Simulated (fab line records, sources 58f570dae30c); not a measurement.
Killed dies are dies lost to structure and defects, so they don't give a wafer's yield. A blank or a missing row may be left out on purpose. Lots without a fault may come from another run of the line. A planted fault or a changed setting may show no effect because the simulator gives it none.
Which tool did it? | flow berkeley_cmos170 | 7 lots, 21 wafers sampled, at 1 step of a route of 331

WHAT THE GAUGES READ, wafer by wafer
UCB170_PLDD_CD_MEAS_06: target cd 1200 nm.
lot  | measured     | on        | cd_nm (nm)
L486 | day 8 00:07  | cd_sem-01 | 1199.1 1200.8 1201.7
L487 | day 8 01:23  | cd_sem-01 | 1197.6 1197.9 1198.5
L489 | day 8 22:59  | cd_sem-02 | 1199.0 1199.8 1200.6
L494 | day 9 17:35  | cd_sem-02 | 1199.6 1199.9 1199.6
L493 | day 9 18:08  | cd_sem-01 | 1202.0 1202.0 1202.5
L497 | day 10 15:54 | cd_sem-02 | 1197.7 1197.6 1198.7
L503 | day 11 22:53 | cd_sem-02 | 1199.2 1200.3 1199.7

WHICH TOOL RAN EACH LOT (tool, then ch and the chambers of the sampled wafers, then the start)
The record holds no process step before these readings.

THE ANSWER, worked out from the rows above alone
Rule: what is usual is taken from the lots themselves. Put in order of their means at a reading, lots are off if they are a third of the lots or fewer, leave a main group of 4 or more, and stand apart from it by a gap of 3 or more times the standard deviation of the main group's means; of several such gaps the widest counts. A main group whose means are all the same, to the digits that the tables above print for the reading, isn't used. A lot without any number at a reading at which 4 lots or more have one is off too. The other lots that the step has rows for count as sound.
No lot is off at any reading shown: from this, nothing can be told.

WHAT THE SIMULATOR HAD PUT IN
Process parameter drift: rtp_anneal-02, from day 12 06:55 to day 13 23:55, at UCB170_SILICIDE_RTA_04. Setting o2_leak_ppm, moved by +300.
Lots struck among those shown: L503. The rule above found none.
